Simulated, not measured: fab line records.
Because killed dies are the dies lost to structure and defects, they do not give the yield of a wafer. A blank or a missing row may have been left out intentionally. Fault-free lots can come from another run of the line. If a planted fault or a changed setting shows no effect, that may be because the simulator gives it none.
fab line records | flow berkeleyCmos170
record: lots: 6 | wafers: 18 | lastDay: 11
route steps=331 shown CONTACT@226 M1@238
lots untouched by any fault: they come from a run of this same line in which no faults occurred
startH: hours from the record's opening day to when the first of the lot's shown wafers began | waitH: hours from the lot's prior step to this one | " as in the row above | L1.1+2: a row that stands for several wafers | - value missing, or start not given | * or withheld: withheld | < > ~ a bound
route shown NAME@n: a module of which the file shows steps, and the number in the route of the first | usual: mean/standard deviation of fault-free wafers | same: alike in all rows | chamber/n: place in a boat | sites: the reading at each site | _std_site: the standard deviation of these | _edge_site: outer sites' mean less inner sites' | radiusMm: for every site, how far away it sits from the centre of the wafer | mask NAME#n: copy n | behind: the last tool/chamber to shape the wafer | hold: the reason the lot was held/the length of the hold in hours/how it ended | device: which transistor (n, p or np) failed to switch | end of line: tests run on the same wafers once the route is complete | a step with no rows: only its recipe | killed: count of dies lost to structure and defects at first sort (not the wafer's yield) | map: shows each die of a wafer: x if killed, . if not, _ if none is there
set.NAME: the setting that was run; set.NAME@STEP: the one run at that earlier step | model.NAME: the simulator's own value behind a step, which no gauge read
a table for each step, a row for each wafer; lots at some steps of the route
services: from which hour (startH, from the record's first day; less than 0 if before it) a tool's chamber was out of use, for how many hours, and why
== steps ==
step: UCB170_CONTACT_COAT_10
recipe: resist: KrF | spinRpm: 1500 | resistThkNm: 900
step: UCB170_CONTACT_SOFTBAKE_11
recipe: resist: KrF | tempC: 130 | timeS: 60
step: UCB170_CONTACT_EXPOSE_12
recipe: maskId: CONT | targetCdNm: 700 | na: 0.5 | sigmaOuter: 0.6 | sourceShape: conventional | doseMj: 35
step: UCB170_CONTACT_PEB_13
recipe: pebTempC: 130 | pebTimeS: withheld | resist: KrF
step: UCB170_CONTACT_DEVELOP_14
recipe: developer: TMAH | developTimeS: 45 | resist: KrF | devTempC: 21
step: UCB170_CONTACT_CD_MEAS_15
recipe: targetCdNm: 700
usual: cdNm: 699.9/1.4
lot.wafer | tool     | chamber | startH | waitH | cdNm
L588.4    | cdSem-01 | -       | 172.36 | -     | 704.5
L588.5    | "        | -       | "      | "     | 703.9
L588.6    | "        | -       | "      | "     | 703.6
L586.1    | cdSem-02 | -       | 173.30 | -     | 700.3
L586.2    | "        | -       | "      | "     | 699.8
L586.6    | "        | -       | "      | "     | 699.1
L593.2    | cdSem-02 | -       | 182.25 | -     | 699.8
L593.5    | "        | -       | "      | "     | 700.4
L593.6    | "        | -       | "      | "     | 699.6
L592.1    | cdSem-01 | -       | 202.61 | -     | 698.5
L592.4    | "        | -       | "      | "     | 698.3
L592.6    | "        | -       | "      | "     | 698.9
L600.2    | cdSem-01 | -       | 237.32 | -     | 699.3
L600.3    | "        | -       | "      | "     | 701.0
L600.6    | "        | -       | "      | "     | 700.3
L602.2    | cdSem-01 | -       | 238.90 | -     | 698.9
L602.3    | "        | -       | "      | "     | 699.5
L602.4    | "        | -       | "      | "     | 699.2
step: UCB170_CONTACT_OVL_MEAS_16
usual: CONTACT_OVL: 0/5.6
lot.wafer | tool       | chamber | startH | waitH | CONTACT_OVL[nm]
L588.4    | overlay-02 | -       | 172.43 | 0.1   | 1
L588.5    | "          | -       | "      | "     | 0
L588.6    | "          | -       | "      | "     | 13
L586.1    | overlay-02 | -       | 173.42 | 0.1   | -2
L586.2    | "          | -       | "      | "     | 0
L586.6    | "          | -       | "      | "     | -3
L593.2    | overlay-01 | -       | 182.36 | 0.1   | 1
L593.5    | "          | -       | "      | "     | 2
L593.6    | "          | -       | "      | "     | -4
L592.1    | overlay-02 | -       | 202.75 | 0.1   | 2
L592.4    | "          | -       | "      | "     | 3
L592.6    | "          | -       | "      | "     | 2
L600.2    | overlay-02 | -       | 237.42 | 0.1   | -9
L600.3    | "          | -       | "      | "     | 2
L600.6    | "          | -       | "      | "     | -5
L602.2    | overlay-02 | -       | 239.01 | 0.1   | -6
L602.3    | "          | -       | "      | "     | 0
L602.4    | "          | -       | "      | "     | -1
step: UCB170_CONTACT_ETCH_17
recipe: chemistry: N2/H2 | targetDepthA: withheld | overetchA: withheld | target: BARC | timeS: withheld | sourceW: 500 | biasW: 100 | pressureMtorr: 30 | n2FlowSccm: 100 | h2FlowSccm: 200
usual: drypumpMotorCurrentA: 5.7/0.58 | oesProductAu: 1.002/0.015 | throttleValvePct: 13.20/0.17
lot.wafer | tool       | chamber | startH | waitH | drypumpMotorCurrentA | oesProductAu | throttleValvePct
L588.4    | rieDiel-02 | 1       | 172.45 | 0.0   | 5.3                  | 1.002        | 12.97
L588.5    | "          | 2       | "      | "     | 6.7                  | 0.973        | 13.27
L588.6    | "          | 3       | "      | "     | 4.9                  | 0.999        | 13.24
L586.1    | rieDiel-02 | 1       | 173.45 | 0.0   | 5.3                  | 1.009        | 12.96
L586.2    | "          | 2       | "      | "     | 6.6                  | 0.978        | 13.26
L586.6    | "          | 2       | "      | "     | 6.7                  | 0.997        | 13.26
L593.2    | rieDiel-01 | 3       | 182.39 | 0.0   | 4.7                  | 1.007        | 13.43
L593.5    | "          | 2       | "      | "     | 6.6                  | 0.980        | 12.97
L593.6    | "          | 1       | "      | "     | 5.9                  | 0.984        | 13.25
L592.1    | rieDiel-04 | 1       | 202.78 | 0.0   | 5.5                  | 1.005        | 13.12
L592.4    | "          | 3       | "      | "     | 5.2                  | 0.996        | 13.15
L592.6    | "          | 3       | "      | "     | 5.2                  | 1.002        | 13.15
L600.2    | rieDiel-02 | 0       | 237.45 | 0.0   | 5.9                  | 1.006        | 13.48
L600.3    | "          | 3       | "      | "     | 4.9                  | 0.997        | 13.25
L600.6    | "          | 1       | "      | "     | 5.2                  | 1.013        | 12.98
L602.2    | rieDiel-02 | 0       | 239.04 | 0.0   | 5.9                  | 1.007        | 13.50
L602.3    | "          | 2       | "      | "     | 6.7                  | 0.977        | 13.26
L602.4    | "          | 1       | "      | "     | 5.2                  | 1.004        | 12.98
step: UCB170_CONTACT_ETCH_18
recipe: chemistry: CHF3/CF4/Ar | target: PSG | stopOn: TiSi2 | CHF3_flow_sccm: 45 | cf4FlowSccm: 15 | Ar_flow_sccm: 150 | pressureMtorr: 200 | rfW: 700 | targetDepthA: 8400 | overEtchFrac: 0.2 | timeS: 195
usual: drypumpMotorCurrentA: 5.7/0.58 | oesProductAu: 0.897/0.0092 | throttleValvePct: 6.86/0.12
lot.wafer | tool       | chamber | startH | waitH | drypumpMotorCurrentA | oesProductAu | rfHoursCounterH | throttleValvePct
L588.4    | rieDiel-02 | 1       | -      | -     | 5.3                  | 0.892        | 147             | 6.73
L588.5    | "          | 2       | "      | "     | 6.6                  | 0.889        | -               | 6.87
L588.6    | "          | 3       | "      | "     | 4.9                  | 0.897        | -               | 6.96
L586.1    | rieDiel-02 | 1       | -      | -     | 5.3                  | 0.898        | 147             | 6.72
L586.2    | "          | 2       | "      | "     | 6.7                  | 0.898        | 72              | 6.86
L586.6    | "          | 2       | "      | "     | 6.7                  | 0.898        | -               | 6.88
L593.2    | rieDiel-01 | 3       | -      | -     | 4.7                  | 0.902        | 128             | 7.02
L593.5    | "          | 2       | "      | "     | 6.6                  | 0.892        | -               | 6.64
L593.6    | "          | 1       | "      | "     | 6.0                  | 0.876        | -               | 6.91
L592.1    | rieDiel-04 | 1       | -      | -     | 5.5                  | 0.896        | 79              | 6.88
L592.4    | "          | 3       | "      | "     | 5.2                  | 0.913        | 23              | 6.82
L592.6    | "          | 3       | "      | "     | 5.2                  | 0.911        | -               | 6.83
L600.2    | rieDiel-02 | 0       | -      | -     | 5.9                  | 0.910        | 103             | 6.96
L600.3    | "          | 3       | "      | "     | 4.9                  | 0.900        | 44              | 6.97
L600.6    | "          | 1       | "      | "     | 5.3                  | 0.889        | -               | 6.73
L602.2    | rieDiel-02 | 0       | -      | -     | 5.9                  | 0.900        | 103             | 6.98
L602.3    | "          | 2       | "      | "     | 6.7                  | 0.885        | 75              | 6.87
L602.4    | "          | 1       | "      | "     | 5.2                  | 0.888        | 1               | 6.73
step: UCB170_CONTACT_STRIP_19
recipe: chemistry: O2 | powerW: 400 | pressureMtorr: 3500 | platenTempC: withheld | o2FlowSccm: 400 | overashFraction: 0.5
usual: drypumpMotorCurrentA: 5.5/0.31 | oesProductAu: 0.725/0.0043
lot.wafer | tool           | chamber | startH | waitH | drypumpMotorCurrentA | oesProductAu | rfHoursCounterH
L588.4    | plasmaAsher-01 | 1       | 172.65 | -     | 5.6                  | 0.730        | -
L588.5    | "              | 0       | "      | "     | 5.9                  | 0.728        | -
L588.6    | "              | 1       | "      | "     | 5.6                  | 0.722        | -
L586.1    | plasmaAsher-01 | 1       | 173.62 | -     | 5.6                  | 0.720        | 6
L586.2    | "              | 0       | "      | "     | 5.9                  | 0.728        | 6
L586.6    | "              | 1       | "      | "     | 5.6                  | 0.719        | -
L593.2    | plasmaAsher-01 | 1       | 182.55 | -     | 5.6                  | 0.729        | 7
L593.5    | "              | 0       | "      | "     | 5.9                  | 0.728        | -
L593.6    | "              | 1       | "      | "     | 5.6                  | 0.718        | -
L592.1    | plasmaAsher-01 | 1       | 202.95 | -     | 5.6                  | 0.724        | 9
L592.4    | "              | 1       | "      | "     | 5.6                  | 0.724        | -
L592.6    | "              | 0       | "      | "     | 5.9                  | 0.727        | -
L600.2    | plasmaAsher-02 | 1       | 237.62 | -     | 5.3                  | 0.722        | 54
L600.3    | "              | 0       | "      | "     | 5.3                  | 0.724        | -
L600.6    | "              | 1       | "      | "     | 5.3                  | 0.726        | -
L602.2    | plasmaAsher-02 | 1       | 239.20 | -     | 5.3                  | 0.728        | 54
L602.3    | "              | 1       | "      | "     | 5.3                  | 0.723        | -
L602.4    | "              | 0       | "      | "     | 5.3                  | 0.720        | -
step: UCB170_CONTACT_CD_MEAS_90
recipe: targetCdNm: 700
usual: cdNm: 700.2/1.6
lot.wafer | tool     | chamber | startH | waitH | cdNm
L588.4    | cdSem-01 | -       | 172.78 | 0.1   | 705.1
L588.5    | "        | -       | "      | "     | 703.5
L588.6    | "        | -       | "      | "     | 702.9
L586.1    | cdSem-01 | -       | 173.72 | 0.1   | 700.4
L586.2    | "        | -       | "      | "     | 699.3
L586.6    | "        | -       | "      | "     | 698.6
L593.2    | cdSem-02 | -       | 182.67 | 0.1   | 700.2
L593.5    | "        | -       | "      | "     | 699.8
L593.6    | "        | -       | "      | "     | 700.1
L592.1    | cdSem-01 | -       | 203.05 | 0.1   | 698.2
L592.4    | "        | -       | "      | "     | 699.4
L592.6    | "        | -       | "      | "     | 699.9
L600.2    | cdSem-02 | -       | 237.74 | 0.1   | 698.4
L600.3    | "        | -       | "      | "     | 701.4
L600.6    | "        | -       | "      | "     | 701.3
L602.2    | cdSem-02 | -       | 239.32 | 0.1   | 697.9
L602.3    | "        | -       | "      | "     | 698.6
L602.4    | "        | -       | "      | "     | 700.7
step: UCB170_CONTACT_CLEAN_20
recipe: chemistry: SPM | tempC: 120 | timeS: 600
step: UCB170_M1_SPUTTER_00
recipe: material: Al | targetThkNm: 600 | timeS: 80 | powerW: 6000 | chamberPressurePa: 0.5
usual: cathodeDcPowerW: 6000.0/0.99 | throttleValvePct: 30.2/1
lot.wafer | tool          | chamber | startH | waitH | cathodeDcPowerW | throttleValvePct | model.Al_of_M1_SPUTTER_00.thkNm
L588.4    | pvdSputter-03 | -       | 173.06 | 0.0   | 5998.8          | 29.9             | 604.1
L588.5    | "             | -       | "      | "     | 5998.6          | 28.2             | 609.3
L588.6    | "             | -       | "      | "     | 6000.9          | 30.6             | 609.9
L586.1    | pvdSputter-03 | -       | 174.01 | 0.0   | 5999.9          | 31.4             | 596.1
L586.2    | "             | -       | "      | "     | 5999.9          | 28.4             | 600.7
L586.6    | "             | -       | "      | "     | 6000.7          | 31.4             | 601.5
L593.2    | pvdSputter-03 | -       | 182.95 | 0.0   | 5999.4          | 29.9             | 744.2
L593.5    | "             | -       | "      | "     | 6001.7          | 30.2             | 745.2
L593.6    | "             | -       | "      | "     | 6001.2          | 28.0             | 742.6
L592.1    | pvdSputter-03 | -       | 203.35 | 0.0   | 6001.3          | 28.1             | 741.9
L592.4    | "             | -       | "      | "     | 5999.1          | 31.5             | 743.8
L592.6    | "             | -       | "      | "     | 6001.7          | 30.5             | 739.8
L600.2    | pvdSputter-02 | -       | 238.07 | 0.0   | 5999.2          | 30.3             | 601.9
L600.3    | "             | -       | "      | "     | 5999.3          | 29.9             | 601.6
L600.6    | "             | -       | "      | "     | 5999.2          | 30.2             | 597.4
L602.2    | pvdSputter-02 | -       | 239.71 | 0.0   | 6000.1          | 30.3             | 598.2
L602.3    | "             | -       | "      | "     | 5999.0          | 30.6             | 603.3
L602.4    | "             | -       | "      | "     | 6000.1          | 31.7             | 606.9
step: UCB170_M1_RS_MEAS_01
recipe: thkMeasGauge: four-point-probe | reads: Al_of_M1_SPUTTER_00
usual: M1_AL_RS: 0.0482/0.00041
lot.wafer | tool         | chamber | startH | waitH | M1_AL_RS[ohm/sq]
L588.4    | filmMetro-04 | -       | 173.18 | 0.1   | 0.0482
L588.5    | "            | -       | "      | "     | 0.0477
L588.6    | "            | -       | "      | "     | 0.0478
L586.1    | filmMetro-03 | -       | 174.08 | 0.0   | 0.0489
L586.2    | "            | -       | "      | "     | 0.0485
L586.6    | "            | -       | "      | "     | 0.0485
L593.2    | filmMetro-03 | -       | 183.03 | 0.1   | 0.0389
L593.5    | "            | -       | "      | "     | 0.0390
L593.6    | "            | -       | "      | "     | 0.0391
L592.1    | filmMetro-03 | -       | 203.41 | 0.0   | 0.0392
L592.4    | "            | -       | "      | "     | 0.0390
L592.6    | "            | -       | "      | "     | 0.0392
L600.2    | filmMetro-04 | -       | 238.15 | 0.1   | 0.0485
L600.3    | "            | -       | "      | "     | 0.0485
L600.6    | "            | -       | "      | "     | 0.0488
L602.2    | filmMetro-04 | -       | 239.80 | 0.1   | 0.0487
L602.3    | "            | -       | "      | "     | 0.0483
L602.4    | "            | -       | "      | "     | 0.0480
step: UCB170_M1_THK_MEAS_02
recipe: thkMeasGauge: xrf | reads: Al_of_M1_SPUTTER_00
usual: M1_AL_THK: 610/6.3
lot.wafer | tool         | chamber | startH | waitH | M1_AL_THK[nm]
L588.4    | filmMetro-04 | -       | 173.27 | 0.1   | 606
L588.5    | "            | -       | "      | "     | 611
L588.6    | "            | -       | "      | "     | 611
L586.1    | filmMetro-03 | -       | 174.20 | 0.1   | 609
L586.2    | "            | -       | "      | "     | 611
L586.6    | "            | -       | "      | "     | 613
L593.2    | filmMetro-03 | -       | 183.14 | 0.1   | 758
L593.5    | "            | -       | "      | "     | 763
L593.6    | "            | -       | "      | "     | 758
L592.1    | filmMetro-03 | -       | 203.53 | 0.1   | 762
L592.4    | "            | -       | "      | "     | 765
L592.6    | "            | -       | "      | "     | 755
L600.2    | filmMetro-04 | -       | 238.26 | 0.1   | 607
L600.3    | "            | -       | "      | "     | 603
L600.6    | "            | -       | "      | "     | 599
L602.2    | filmMetro-04 | -       | 239.91 | 0.1   | 601
L602.3    | "            | -       | "      | "     | 606
L602.4    | "            | -       | "      | "     | 611
step: UCB170_M1_COAT_03
recipe: resist: BARC | tempC: withheld | timeS: withheld | spinRpm: 3000 | resistThkNm: withheld
step: UCB170_M1_COAT_04
recipe: resist: KrF | spinRpm: 1500 | resistThkNm: 900
step: UCB170_M1_SOFTBAKE_05
recipe: resist: KrF | tempC: 130 | timeS: 60
step: UCB170_M1_EXPOSE_06
recipe: maskId: METAL1 | targetCdNm: 700 | na: 0.5 | sigmaOuter: 0.6 | sourceShape: conventional | doseMj: 21
step: UCB170_M1_PEB_07
recipe: pebTempC: 130 | pebTimeS: withheld | resist: KrF
step: UCB170_M1_DEVELOP_08
recipe: developer: TMAH | developTimeS: 45 | resist: KrF | devTempC: 21
step: UCB170_M1_CD_MEAS_09
recipe: targetCdNm: 700
usual: cdNm: 700.0/1.2
lot.wafer | tool     | chamber | startH | waitH | cdNm
L588.4    | cdSem-02 | -       | 174.55 | -     | 698.4
L588.5    | "        | -       | "      | "     | 700.3
L588.6    | "        | -       | "      | "     | 700.7
L586.1    | cdSem-01 | -       | 175.26 | -     | 700.5
L586.2    | "        | -       | "      | "     | 700.2
L586.6    | "        | -       | "      | "     | 700.4
L593.2    | cdSem-02 | -       | 184.32 | -     | 700.8
L593.5    | "        | -       | "      | "     | 700.0
L593.6    | "        | -       | "      | "     | 699.7
L592.1    | cdSem-02 | -       | 204.73 | -     | 700.1
L592.4    | "        | -       | "      | "     | 699.9
L592.6    | "        | -       | "      | "     | 699.0
L600.2    | cdSem-01 | -       | 239.44 | -     | 700.2
L600.3    | "        | -       | "      | "     | 701.0
L600.6    | "        | -       | "      | "     | 699.6
L602.2    | cdSem-02 | -       | 241.09 | -     | 701.4
L602.3    | "        | -       | "      | "     | 700.5
L602.4    | "        | -       | "      | "     | 700.2
step: UCB170_M1_OVL_MEAS_10
usual: M1_OVL: 2/5.3
lot.wafer | tool       | chamber | startH | waitH | M1_OVL[nm]
L588.4    | overlay-02 | -       | 174.63 | 0.1   | -2
L588.5    | "          | -       | "      | "     | 4
L588.6    | "          | -       | "      | "     | -3
L586.1    | overlay-01 | -       | 175.38 | 0.1   | 4
L586.2    | "          | -       | "      | "     | -10
L586.6    | "          | -       | "      | "     | 0
L593.2    | overlay-02 | -       | 184.43 | 0.1   | -4
L593.5    | "          | -       | "      | "     | 4
L593.6    | "          | -       | "      | "     | -9
L592.1    | overlay-02 | -       | 204.85 | 0.1   | 3
L592.4    | "          | -       | "      | "     | 3
L592.6    | "          | -       | "      | "     | 2
L600.2    | overlay-01 | -       | 239.55 | 0.1   | -1
L600.3    | "          | -       | "      | "     | -1
L600.6    | "          | -       | "      | "     | -4
L602.2    | overlay-01 | -       | 241.19 | 0.1   | 6
L602.3    | "          | -       | "      | "     | -2
L602.4    | "          | -       | "      | "     | 3
step: UCB170_M1_ETCH_11
recipe: chemistry: N2/H2 | targetDepthA: withheld | overetchA: withheld | target: BARC | timeS: withheld | sourceW: 500 | biasW: 100 | pressureMtorr: 30 | n2FlowSccm: 100 | h2FlowSccm: 200
usual: drypumpMotorCurrentA: 5.8/0.52 | oesProductAu: 0.997/0.016 | throttleValvePct: 13.25/0.17
lot.wafer | tool       | chamber | startH | waitH | drypumpMotorCurrentA | oesProductAu | throttleValvePct
L588.4    | rieDiel-04 | 3       | 174.64 | 0.0   | 5.3                  | 0.998        | 13.16
L588.5    | "          | 2       | "      | "     | 6.0                  | 0.989        | 13.08
L588.6    | "          | 3       | "      | "     | 5.2                  | 0.997        | 13.15
L586.1    | rieDiel-04 | 3       | 175.42 | 0.0   | 5.2                  | 0.994        | 13.15
L586.2    | "          | 1       | "      | "     | 5.5                  | 0.995        | 13.12
L586.6    | "          | 2       | "      | "     | 5.9                  | 0.976        | 13.09
L593.2    | rieDiel-02 | 2       | 184.46 | 0.0   | 6.6                  | 0.986        | 13.27
L593.5    | "          | 2       | "      | "     | 6.6                  | 0.982        | 13.27
L593.6    | "          | 1       | "      | "     | 5.3                  | 0.996        | 12.97
L592.1    | rieDiel-04 | 1       | 204.89 | 0.0   | 5.5                  | 1.009        | 13.11
L592.4    | "          | 2       | "      | "     | 6.0                  | 0.991        | 13.08
L592.6    | "          | 0       | "      | "     | 5.4                  | 1.026        | 13.49
L600.2    | rieDiel-03 | 2       | 239.58 | 0.0   | 6.1                  | 0.968        | 13.55
L600.3    | "          | 0       | "      | "     | 6.3                  | 0.963        | 13.10
L600.6    | "          | 2       | "      | "     | 6.2                  | 0.974        | 13.54
L602.2    | rieDiel-02 | 0       | 241.22 | 0.0   | 5.9                  | 1.015        | 13.51
L602.3    | "          | 1       | "      | "     | 5.3                  | 1.007        | 12.98
L602.4    | "          | 3       | "      | "     | 4.9                  | 0.997        | 13.25
step: UCB170_M1_METAL_ETCH_12
recipe: chemistry: Cl2/BCl3 | target: Al | stopOn: PSG | pressureMtorr: 12 | targetDepthA: 7800 | overEtchFrac: 0.3 | timeS: 130 | icpW: 600 | biasW: 120 | Cl2_flow_sccm: 90 | bcl3FlowSccm: 45
usual: drypumpMotorCurrentA: 5.8/0.53 | oesProductAu: 0.850/0.012 | throttleValvePct: 24.36/0.25
lot.wafer | tool        | chamber | startH | waitH | drypumpMotorCurrentA | oesProductAu | rfHoursCounterH | throttleValvePct
L588.4    | rieMetal-01 | 0       | 174.73 | -     | 5.1                  | 0.842        | -               | 24.41
L588.5    | "           | 0       | "      | "     | 5.1                  | 0.848        | -               | 24.40
L588.6    | "           | 1       | "      | "     | 6.3                  | 0.870        | -               | 24.01
L586.1    | rieMetal-01 | 0       | 175.46 | -     | 5.1                  | 0.854        | 2.6             | 24.40
L586.2    | "           | 1       | "      | "     | 6.3                  | 0.860        | 9.5             | 24.00
L586.6    | "           | 1       | "      | "     | 6.3                  | 0.854        | -               | 24.02
L593.2    | rieMetal-01 | 1       | 184.50 | -     | 6.3                  | 0.969        | 9.6             | 23.95
L593.5    | "           | 0       | "      | "     | 5.1                  | 0.953        | -               | 24.35
L593.6    | "           | 1       | "      | "     | 6.3                  | 0.961        | -               | 23.96
L592.1    | rieMetal-02 | 0       | 204.93 | -     | 5.0                  | 0.977        | 6.9             | 24.00
L592.4    | "           | 1       | "      | "     | 6.1                  | 0.950        | -               | 24.47
L592.6    | "           | 1       | "      | "     | 6.1                  | 0.940        | -               | 24.49
L600.2    | rieMetal-04 | 1       | 239.67 | -     | 6.1                  | 0.829        | -               | 24.66
L600.3    | "           | 1       | "      | "     | 6.1                  | 0.834        | -               | 24.65
L600.6    | "           | 1       | "      | "     | 6.0                  | 0.838        | -               | 24.66
L602.2    | rieMetal-04 | 1       | 241.31 | -     | 6.0                  | 0.839        | -               | 24.67
L602.3    | "           | 1       | "      | "     | 6.0                  | 0.836        | -               | 24.67
L602.4    | "           | 1       | "      | "     | 6.0                  | 0.844        | -               | 24.65
step: UCB170_M1_STRIP_13
recipe: chemistry: O2 | powerW: 400 | pressureMtorr: 3500 | platenTempC: withheld | o2FlowSccm: 400 | overashFraction: 0.5
usual: drypumpMotorCurrentA: 5.88/0.22 | oesProductAu: 0.720/0.0051
lot.wafer | tool           | chamber | startH | waitH | drypumpMotorCurrentA | oesProductAu | rfHoursCounterH
L588.4    | plasmaAsher-01 | 1       | 174.85 | 0.1   | 5.58                 | 0.711        | -
L588.5    | "              | 1       | "      | "     | 5.57                 | 0.728        | -
L588.6    | "              | 0       | "      | "     | 5.91                 | 0.723        | -
L586.1    | plasmaAsher-03 | 1       | 175.59 | 0.1   | 5.71                 | 0.720        | 40
L586.2    | "              | 0       | "      | "     | 6.13                 | 0.716        | 40
L586.6    | "              | 0       | "      | "     | 6.15                 | 0.713        | -
L593.2    | plasmaAsher-03 | 1       | 184.63 | 0.1   | 5.64                 | 0.712        | 41
L593.5    | "              | 1       | "      | "     | 5.65                 | 0.714        | -
L593.6    | "              | 0       | "      | "     | 6.15                 | 0.719        | -
L592.1    | plasmaAsher-03 | 1       | 205.06 | 0.1   | 5.70                 | 0.719        | 43
L592.4    | "              | 0       | "      | "     | 6.14                 | 0.717        | -
L592.6    | "              | 1       | "      | "     | 5.68                 | 0.715        | -
L600.2    | plasmaAsher-03 | 0       | 239.89 | 0.2   | 6.13                 | 0.716        | 47
L600.3    | "              | 0       | "      | "     | 6.13                 | 0.714        | -
L600.6    | "              | 1       | "      | "     | 5.68                 | 0.724        | -
L602.2    | plasmaAsher-04 | 1       | 241.53 | 0.2   | 5.85                 | 0.721        | 57
L602.3    | "              | 1       | "      | "     | 5.87                 | 0.721        | -
L602.4    | "              | 0       | "      | "     | 6.09                 | 0.719        | -
== services ==
tool           | chamber | startH | hours | kind
rieDiel-01     | 3       | 151.80 | 3.4   | repair
rieDiel-02     | 2       | 151.80 | 5.0   | repair
plasmaAsher-01 | -       | 154.07 | 4.2   | repair
rieDiel-01     | 3       | 158.93 | 10.0  | repair
rieMetal-01    | -       | 182.97 | 0.6   | repair
plasmaAsher-03 | -       | 190.59 | 2.2   | repair
rieDiel-02     | 1       | 200.14 | -     | clean
rieDiel-02     | 1       | 200.14 | 17.0  | scheduledDown
rieDiel-02     | 1       | 200.14 | 17.0  | ventCycle
plasmaAsher-01 | -       | 201.72 | 0.8   | repair
pvdSputter-03  | 3       | 204.91 | -     | consumableReplace:kit
pvdSputter-03  | 3       | 204.91 | 18.0  | scheduledDown
pvdSputter-03  | 3       | 204.91 | 18.0  | ventCycle
rieDiel-02     | -       | 207.74 | 0.3   | repair
plasmaAsher-04 | -       | 208.72 | 2.0   | repair
plasmaAsher-03 | -       | 216.96 | 1.2   | repair
rieMetal-04    | 0       | 234.20 | -     | clean
rieMetal-04    | 0       | 234.20 | 24.7  | scheduledDown
rieMetal-04    | 0       | 234.20 | 24.7  | ventCycle
rieMetal-01    | 1       | 235.50 | 18.8  | repair
== key ==
firstSign: step: UCB170_M1_RS_MEAS_01 | reading: M1_AL_RS | direction: down | sigmas: 22 | usual: 0.0482 | struck: 0.0391
effect: step: UCB170_M1_THK_MEAS_02 | reading: M1_AL_THK | direction: up | sigmas: 24 | usual: 610 | struck: 760
effect: step: UCB170_M1_METAL_ETCH_12 | reading: oesProductAu | direction: up | sigmas: 8.7 | usual: 0.850 | struck: 0.958
modelEffect: step: UCB170_M1_SPUTTER_00 | value: Al_of_M1_SPUTTER_00.thkNm | without: 603.6 | struck: 742.9
metAt UCB170_M1_SPUTTER_00
struckWafers L592.1,L592.4,L592.6,L593.2,L593.5,L593.6
laterRowsLeftOut L593.2,L593.5,L593.6
sortLeftOut L592.1,L592.4,L592.6,L593.2,L593.5,L593.6
onsetBetween 174.01 182.95
alsoFits UCB170_CONTACT_STRIP_19:plasmaAsher-01
fault: kind: processParameterDrift | tool: pvdSputter-03 | chamber: - | onsetH: 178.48 | steps: UCB170_M1_SPUTTER_00 | channel: timeS | offset: * | shape: step | endH: 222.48 | actsIn: * | stated: *
sortLeftOut: the simulated sort isn't trusted on such a fault, so these wafers' sort isn't shown, and their yield isn't known
laterRowsLeftOut: the simulator's readings of these wafers behind a module that went badly wrong aren't trusted and aren't shown, but for the sort
